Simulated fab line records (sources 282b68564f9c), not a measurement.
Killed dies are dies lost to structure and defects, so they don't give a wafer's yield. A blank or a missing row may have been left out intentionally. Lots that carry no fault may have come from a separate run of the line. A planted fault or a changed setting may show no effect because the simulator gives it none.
Split-lot experiment / flow rit cmos / 23 wafers read across 5 lots, on a route 202 steps long

== SPLIT DETAILS ==
At RIT_GATE_COAT_11 (resist thk 850 nm), the setting spin rpm was moved away from the recipe's 4250 rpm on 4 of the 23 wafers read, by +5.1% to +6.6%. All remaining wafers had this setting at the recipe value.

== FROM THE SPLIT TO THE READING: what the file shows between them, 3 steps ==
- RIT_GATE_SOFTBAKE_12: time 60 s
- RIT_GATE_EXPOSE_13: exposes mask M6, target cd 150 nm
- RIT_GATE_HARDBAKE_18: time 60 s

== THE READING ==
NOVOLAK_of_GATE_COAT_11.thk nm (the simulator's own value, which no gauge read), in nm, at RIT_GATE_ETCH_19 (etches poly-Si in SF6/CHF3/O2, stops on SiO2, time 165 s, target depth 312.5 nm). The file gives no usual value for it. Average 670.3 nm, standard deviation 2.3 nm, over the 19 wafers here run with the recipe.

wafer=L076.1; tool, chamber at the split=litho track-03, 0; spin rpm as run, rpm=4250; against the recipe=recipe; NOVOLAK_of_GATE_COAT_11.thk nm, nm=670.3; against lot-mates on the recipe=-
wafer=L076.2; tool, chamber at the split=litho track-03, 0; spin rpm as run, rpm=4250; against the recipe=recipe; NOVOLAK_of_GATE_COAT_11.thk nm, nm=671.5; against lot-mates on the recipe=-
wafer=L076.3; tool, chamber at the split=litho track-03, 0; spin rpm as run, rpm=4250; against the recipe=recipe; NOVOLAK_of_GATE_COAT_11.thk nm, nm=669; against lot-mates on the recipe=-
wafer=L076.4; tool, chamber at the split=litho track-03, 0; spin rpm as run, rpm=4250; against the recipe=recipe; NOVOLAK_of_GATE_COAT_11.thk nm, nm=669.8; against lot-mates on the recipe=-
wafer=L076.6; tool, chamber at the split=litho track-03, 0; spin rpm as run, rpm=4250; against the recipe=recipe; NOVOLAK_of_GATE_COAT_11.thk nm, nm=669.1; against lot-mates on the recipe=-
wafer=L078.3; tool, chamber at the split=litho track-04, 0; spin rpm as run, rpm=4250; against the recipe=recipe; NOVOLAK_of_GATE_COAT_11.thk nm, nm=669.9; against lot-mates on the recipe=-
wafer=L078.5; tool, chamber at the split=litho track-04, 0; spin rpm as run, rpm=4250; against the recipe=recipe; NOVOLAK_of_GATE_COAT_11.thk nm, nm=668.2; against lot-mates on the recipe=-
wafer=L078.6; tool, chamber at the split=litho track-04, 0; spin rpm as run, rpm=4250; against the recipe=recipe; NOVOLAK_of_GATE_COAT_11.thk nm, nm=668; against lot-mates on the recipe=-
wafer=L081.1; tool, chamber at the split=litho track-03, 0; spin rpm as run, rpm=4250; against the recipe=recipe; NOVOLAK_of_GATE_COAT_11.thk nm, nm=668.8; against lot-mates on the recipe=-
wafer=L081.3; tool, chamber at the split=litho track-03, 0; spin rpm as run, rpm=4467; against the recipe=+5.1%; NOVOLAK_of_GATE_COAT_11.thk nm, nm=657.6; against lot-mates on the recipe=-12.8
wafer=L081.4; tool, chamber at the split=litho track-03, 0; spin rpm as run, rpm=4467; against the recipe=+5.1%; NOVOLAK_of_GATE_COAT_11.thk nm, nm=650; against lot-mates on the recipe=-20.4
wafer=L081.5; tool, chamber at the split=litho track-03, 0; spin rpm as run, rpm=4250; against the recipe=recipe; NOVOLAK_of_GATE_COAT_11.thk nm, nm=675; against lot-mates on the recipe=-
wafer=L081.6; tool, chamber at the split=litho track-03, 0; spin rpm as run, rpm=4250; against the recipe=recipe; NOVOLAK_of_GATE_COAT_11.thk nm, nm=667.5; against lot-mates on the recipe=-
wafer=L083.2; tool, chamber at the split=litho track-04, 0; spin rpm as run, rpm=4250; against the recipe=recipe; NOVOLAK_of_GATE_COAT_11.thk nm, nm=668.1; against lot-mates on the recipe=-
wafer=L083.3; tool, chamber at the split=litho track-04, 0; spin rpm as run, rpm=4250; against the recipe=recipe; NOVOLAK_of_GATE_COAT_11.thk nm, nm=668; against lot-mates on the recipe=-
wafer=L083.4; tool, chamber at the split=litho track-04, 0; spin rpm as run, rpm=4250; against the recipe=recipe; NOVOLAK_of_GATE_COAT_11.thk nm, nm=673.4; against lot-mates on the recipe=-
wafer=L083.5; tool, chamber at the split=litho track-04, 0; spin rpm as run, rpm=4250; against the recipe=recipe; NOVOLAK_of_GATE_COAT_11.thk nm, nm=675.9; against lot-mates on the recipe=-
wafer=L083.6; tool, chamber at the split=litho track-04, 0; spin rpm as run, rpm=4250; against the recipe=recipe; NOVOLAK_of_GATE_COAT_11.thk nm, nm=670.7; against lot-mates on the recipe=-
wafer=L084.1; tool, chamber at the split=litho track-03, 0; spin rpm as run, rpm=4250; against the recipe=recipe; NOVOLAK_of_GATE_COAT_11.thk nm, nm=670.3; against lot-mates on the recipe=-
wafer=L084.3; tool, chamber at the split=litho track-03, 0; spin rpm as run, rpm=4530; against the recipe=+6.6%; NOVOLAK_of_GATE_COAT_11.thk nm, nm=655.4; against lot-mates on the recipe=-15.6
wafer=L084.4; tool, chamber at the split=litho track-03, 0; spin rpm as run, rpm=4250; against the recipe=recipe; NOVOLAK_of_GATE_COAT_11.thk nm, nm=672.4; against lot-mates on the recipe=-
wafer=L084.5; tool, chamber at the split=litho track-03, 0; spin rpm as run, rpm=4250; against the recipe=recipe; NOVOLAK_of_GATE_COAT_11.thk nm, nm=670.4; against lot-mates on the recipe=-
wafer=L084.6; tool, chamber at the split=litho track-03, 0; spin rpm as run, rpm=4530; against the recipe=+6.6%; NOVOLAK_of_GATE_COAT_11.thk nm, nm=654.4; against lot-mates on the recipe=-16.6

THE FIT
A straight line over all 23 wafers: NOVOLAK_of_GATE_COAT_11.thk nm changes by -2.67 nm for each +1% of spin rpm; r = -0.92; the points scatter about the line by 2.7 nm.
The same after taking each lot's own level away (the mean of its wafers on the recipe; 23 wafers): -2.74 nm for each +1%; r = -0.93; scatter 2.6 nm.
That fit puts the effect of the largest move of spin rpm on the reading at 18 nm.
The span of the lots' own levels, 668.70 to 671.22 nm, comes to 1.1 times the standard deviation stated above.
The two slopes agree, so the slope changes little with the lot-to-lot level.
Check: -19.3 nm against its lot-mates is what the line predicts for one of the wafers moved furthest among these (+6.6%) when that wafer is left out of the fit. Against them it came out at -15.6 nm.

== THESE WAFERS: OTHER SPLITS ==
Before the reading, these wafers also passed through other splits. Each is held against what the fit with the lots' levels taken away leaves over:
other split on the same wafers=RIT_ACTIVE_CVD_03 pressure mtorr; wafers away from the commonest value=15; r with NOVOLAK_of_GATE_COAT_11.thk nm (lot level and that fit taken away)=-0.13
other split on the same wafers=RIT_ACTIVE_EXPOSE_08 dose mj; wafers away from the commonest value=8; r with NOVOLAK_of_GATE_COAT_11.thk nm (lot level and that fit taken away)=-0.18
other split on the same wafers=RIT_ACTIVE_CLEAN_15 time s; wafers away from the commonest value=18; r with NOVOLAK_of_GATE_COAT_11.thk nm (lot level and that fit taken away)=-0.09
other split on the same wafers=RIT_GATE_CVD_08 pressure mtorr; wafers away from the commonest value=18; r with NOVOLAK_of_GATE_COAT_11.thk nm (lot level and that fit taken away)=-0.03

== THE WHOLE CHAIN: every reading that the file lists as answering this split, in the file's order ==
step=RIT_GATE_COAT_11; what it does=resist thk 850 nm; reading=NOVOLAK_of_GATE_COAT_11.thk nm (the simulator's own value, which no gauge read); change (the file's fit)=-3.99 nm for each +1% of the setting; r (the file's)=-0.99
step=RIT_GATE_HARDBAKE_18; what it does=time 60 s; reading=NOVOLAK_of_GATE_COAT_11.thk nm (the simulator's own value, which no gauge read); change (the file's fit)=-3.49 nm for each +1% of the setting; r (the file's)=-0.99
step=RIT_GATE_ETCH_19; what it does=etches poly-Si in SF6/CHF3/O2, stops on SiO2, time 165 s, target depth 312.5 nm; reading=NOVOLAK_of_GATE_COAT_11.thk nm (the simulator's own value, which no gauge read); change (the file's fit)=-2.76 nm for each +1% of the setting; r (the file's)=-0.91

== FILE'S OWN FIT ==
NOVOLAK_of_GATE_COAT_11.thk nm changes by -2.76 nm for each +1% of spin rpm, r = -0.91.
